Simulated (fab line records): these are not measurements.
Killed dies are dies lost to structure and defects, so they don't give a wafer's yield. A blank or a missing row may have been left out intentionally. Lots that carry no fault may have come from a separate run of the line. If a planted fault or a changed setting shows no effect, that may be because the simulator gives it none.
Code-filled problem report in 8D (eight disciplines) form    flow rit_cmos    the parts of the form that need people (team, actions taken, sign-off) are left out

## 1. PROBLEM STATEMENT
At RIT_CONTACT_STRIP_12, run_length_s averages 197.8 s over 6 wafers from 3 lots, while fault-free wafers read 208.4 s, standard deviation 0.45. That puts it -24 standard deviations away from the usual mean.
The step: strips in O2, time 180 s.
The first sign was on wafer L144.4 at day 4 17:16, on plasma_asher-01. The record has a number at this step for 45 wafers belonging to 15 lots. By rule, "out" or "out of limits" means more than 4 standard deviations away from the usual mean. The other wafers with a number count as sound.

## 2. WHAT IT IS; WHAT IT IS NOT
question                     is                                              is not
which readings at this step  run_length_s                                    drypump_motor_current_A
which lots                   L144, L145, L147                                L137, L138, L139, L140, L141, L142, L143, L154, L155, L158, L159, L160
which wafers of those lots   L144.4, L144.6, L145.2, L145.3, L145.6, L147.1  L144.3, L147.2, L147.6
read on which tools          plasma_asher-01                                 plasma_asher-02, plasma_asher-03
when                         from day 4 17:16                                up to then (22 sound wafers); but 17 sound wafers of L147, L154, L155, L158, L159, L160 came after

## 3. THE SUSPECTS, EACH WITH WHAT RULES IT OUT
Counting: a tool at a process step up to the reading stays a suspect if it ran every lot that is out. Sound lots after the first of them don't rule it out here, since some wafers of a struck lot are sound.
- plasma_asher-01 at RIT_CONTACT_STRIP_12 (strips in O2, time 180 s): kept. It ran every lot that is out, first L144 (day 4 17:16); its last sound lot up to then is L142 (day 4 12:31). On those wafers its own readings are out: run_length_s.
- At RIT_CONTACT_STRIP_12 on plasma_asher-01, chamber 1 took the sound wafers of the same lots and chamber 0 took the wafers that are out.
After counting, what remains is plasma_asher-01 at RIT_CONTACT_STRIP_12.

## 4. THE CAUSE (what the simulator had put in)
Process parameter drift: plasma_asher-01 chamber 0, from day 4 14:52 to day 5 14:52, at RIT_CONTACT_STRIP_12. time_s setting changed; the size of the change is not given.
This tool alone remained once counting was done.

## 5. SEQUENCE OF EFFECTS, ordered by route
Rows list readings where the struck wafers' mean (over those with a number) sits beyond 3 standard deviations from the usual. Readings are gone through only where the record gives a usual standard deviation; hours: the median, over the lots, of the time from a lot's start at the first step in this table giving one to that lot's start at this step; sigmas: the change measured in usual standard deviations.
hours  step                  reading       usual    on struck wafers  change  sigmas
0      RIT_CONTACT_STRIP_12  run_length_s  208.4 s  197.8             -10.6   -24
Its process steps:
- RIT_CONTACT_STRIP_12: strips in O2, time 180 s.

## 6. WHAT WOULD HAVE CAUGHT IT SOONER
In this record no reading fell out of limits until day 4 17:16, 2 hours after the fault had begun at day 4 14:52.
